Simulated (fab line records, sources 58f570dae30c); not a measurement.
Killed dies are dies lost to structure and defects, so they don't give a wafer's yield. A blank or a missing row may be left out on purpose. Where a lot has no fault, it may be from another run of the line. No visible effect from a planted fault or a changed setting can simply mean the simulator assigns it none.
Which of the tools did it? -- flow berkeleyCmos170 -- 14 lots with 42 wafers sampled at 4 steps, on a route of 331 steps

WHAT THE GAUGES READ, wafer by wafer
UCB170_V1_CD_MEAS_90 targets a cd of 700 nm. Usual: cdNm 699.8 nm, standard deviation 1.8.
lot,measured,on,cdNm (nm),flag
L797,day 7 17:55,cdSem-01,701.1 701.4 700.2,
L795,day 7 18:00,cdSem-02,702.6 704.1 703.3,
L796,day 7 18:07,cdSem-01,700.2 699.3 699.5,
L798,day 8 14:20,cdSem-01,701.2 701.1 707.1 701.5 701.0 706.8,
L799,day 8 14:35,cdSem-01,699.9 704.1 699.9,
L800,day 8 14:52,cdSem-02,699.1 699.1 698.5,
L803,day 9 13:41,cdSem-02,699.1 701.0 699.0,
L808,day 10 16:13,cdSem-02,702.2 700.4 700.1,
L811,day 11 06:26,cdSem-02,701.3 702.1 702.9,
L810,day 11 06:41,cdSem-02,699.8 700.3 699.5,
L813,day 11 19:31,cdSem-01,697.7 697.4 697.1,
L814,day 12 02:49,cdSem-02,700.5 700.5 701.3,
L816,day 12 02:57,cdSem-02,699.6 702.3 701.6,
L815,day 12 03:07,cdSem-01,697.5 695.9 698.5,

UCB170_M3_BOW_MEAS_20. Usual: M3_BOW 35 um, standard deviation 7.2.
lot,measured,on,M3_BOW (um),flag
L797,day 8 05:08,filmMetro-01,45 41 34,
L795,day 8 05:31,filmMetro-03,32 27 32,
L796,day 8 05:46,filmMetro-02,47 42 39,
L798,day 9 02:17,filmMetro-02,44 29 35,
L799,day 9 02:54,filmMetro-01,27 28 35,
L800,day 9 03:29,filmMetro-03,19 32 22,
L803,day 10 03:16,filmMetro-03,33 33 45,
L808,day 11 01:44,filmMetro-02,38 37 48,
L811,day 11 14:40,filmMetro-03,20 21 27,
L810,day 11 14:53,filmMetro-01,32 34 28,
L813,day 12 04:03,filmMetro-01,35 34 34,
L814,day 12 11:43,filmMetro-02,42 33 31,
L816,day 12 11:53,filmMetro-01,44 40 34,
L815,day 12 12:12,filmMetro-03,34 42 41,

EACH LOT AND THE TOOL THAT RAN IT (in order: tool; ch and the chambers of the sampled wafers; start)
lot,UCB170_V1_ETCH_14,UCB170_V1_STRIP_15
L797,"rieDiel-02 ch 2,3, day 7 17:37","plasmaAsher-02 ch 0,1, day 7 17:47"
L795,"rieDiel-04 ch 2,3, day 7 17:43","plasmaAsher-04 ch 0,1, day 7 17:54"
L796,"rieDiel-01 ch 1,2, day 7 17:50","plasmaAsher-03 ch 0,1, day 7 18:01"
L798,"rieDiel-02 ch 0,1,2, day 8 14:04","plasmaAsher-03 ch 0,1, day 8 14:14"
L799,"rieDiel-02 ch 0,2,3, day 8 14:18","plasmaAsher-04 ch 0,1, day 8 14:29"
L800,"rieDiel-04 ch 0,1,3, day 8 14:32","plasmaAsher-02 ch 0,1, day 8 14:45"
L803,"rieDiel-04 ch 0,3, day 9 13:25","plasmaAsher-03 ch 0,1, day 9 13:35"
L808,"rieDiel-01 ch 0,1,2, day 10 15:56","plasmaAsher-02 ch 0,1, day 10 16:07"
L811,"rieDiel-04 ch 1,2, day 11 06:07","plasmaAsher-04 ch 0,1, day 11 06:19"
L810,"rieDiel-01 ch 0,3, day 11 06:23","plasmaAsher-03 ch 0,1, day 11 06:34"
L813,"rieDiel-02 ch 1,3, day 11 19:14","plasmaAsher-03 ch 0,1, day 11 19:25"
L814,"rieDiel-04 ch 1,2, day 12 02:31","plasmaAsher-03 ch 1, day 12 02:42"
L816,"rieDiel-02 ch 1,2,3, day 12 02:40","plasmaAsher-03 ch 0,1, day 12 02:51"
L815,"rieDiel-04 ch 0,2,3, day 12 02:48","plasmaAsher-02 ch 0,1, day 12 03:01"
- UCB170_V1_ETCH_14: etches SiO2 in CHF3/CF4/Ar, stops on Al, target depth 1250 nm, time 291 s.
- UCB170_V1_STRIP_15: strips in O2.

AS READ BY THE TOOLS THEMSELVES (means over the sampled wafers that have a number; for cases with no such wafer, the mark the record gives instead)
UCB170_V1_ETCH_14. Usual: CHF3_flow_sccm 44.99 sccm, standard deviation 0.14; drypumpMotorCurrentA 5.6 A, standard deviation 0.49; oesProductAu 0.867 a.u., standard deviation 0.011; rfFwdPowerW 698.1 W, standard deviation 2; throttleValvePct 7.02 %, standard deviation 0.13.
lot,tool,CHF3_flow_sccm (sccm),drypumpMotorCurrentA (A),oesProductAu (a.u.),rfFwdPowerW (W),throttleValvePct (%),flag
L797,rieDiel-02,45.16,5.9,0.869,698.7,7.08,
L795,rieDiel-04,44.97,5.9,0.864,699.9,7.11,
L796,rieDiel-01,45.08,4.9,0.858,698.0,7.13,
L798,rieDiel-02,45.05,5.8,0.876,792.4,6.94,OFF
L799,rieDiel-02,45.23,5.8,0.863,791.6,6.99,OFF
L800,rieDiel-04,44.98,5.2,0.865,697.7,7.05,
L803,rieDiel-04,45.04,5.5,0.870,697.1,6.97,
L808,rieDiel-01,44.80,5.1,0.872,698.8,7.10,
L811,rieDiel-04,44.91,5.3,0.865,699.0,7.18,
L810,rieDiel-01,44.89,5.5,0.879,698.9,7.06,
L813,rieDiel-02,44.98,6.0,0.861,695.5,6.92,
L814,rieDiel-04,45.00,5.3,0.872,699.8,7.18,
L816,rieDiel-02,45.07,5.9,0.872,697.8,6.98,
L815,rieDiel-04,45.00,5.7,0.878,699.2,7.04,

UCB170_V1_STRIP_15. Usual: drypumpMotorCurrentA 5.9 A, standard deviation 0.41; oesProductAu 0.721 a.u., standard deviation 0.0048; stripTimeToEndpointS 15.31 s, standard deviation 0.098.
lot,tool,drypumpMotorCurrentA (A),oesProductAu (a.u.),stripTimeToEndpointS (s),flag
L797,plasmaAsher-02,6.3,0.720,15.16,
L795,plasmaAsher-04,6.0,0.723,15.24,
L796,plasmaAsher-03,5.7,0.723,15.45,
L798,plasmaAsher-03,5.8,0.722,14.96,OFF
L799,plasmaAsher-04,6.0,0.722,14.95,OFF
L800,plasmaAsher-02,6.3,0.720,15.51,
L803,plasmaAsher-03,5.8,0.724,15.21,
L808,plasmaAsher-02,6.3,0.719,15.33,
L811,plasmaAsher-04,6.0,0.725,15.29,
L810,plasmaAsher-03,5.8,0.724,15.33,
L813,plasmaAsher-03,5.8,0.722,15.23,
L814,plasmaAsher-03,5.5,0.722,15.27,
L816,plasmaAsher-03,5.8,0.720,15.23,
L815,plasmaAsher-02,6.3,0.721,15.35,

THE ANSWER, worked out from the rows above alone
Rule: lot off if the mean of its wafers having a number is beyond 3 standard deviations from the usual mean. A lot without any number at a reading at which 4 lots or more have one is off too. All remaining lots with rows at the step are treated as sound. Order of review: gauges by route order, followed by the tools' own readings, for which a lot's mean as printed above is used. At the first step where some lot is off, the reading lying furthest off is the one used; lots without a number count as furthest.
Off: L798, L799 (UCB170_V1_ETCH_14, rfFwdPowerW).
If a tool, at that step or one of the process steps before it, ran each lot that is off and ran no sound lot following the first of them, it fits. No candidate that was tried fits.

WHAT WAS PUT IN BY THE SIMULATOR
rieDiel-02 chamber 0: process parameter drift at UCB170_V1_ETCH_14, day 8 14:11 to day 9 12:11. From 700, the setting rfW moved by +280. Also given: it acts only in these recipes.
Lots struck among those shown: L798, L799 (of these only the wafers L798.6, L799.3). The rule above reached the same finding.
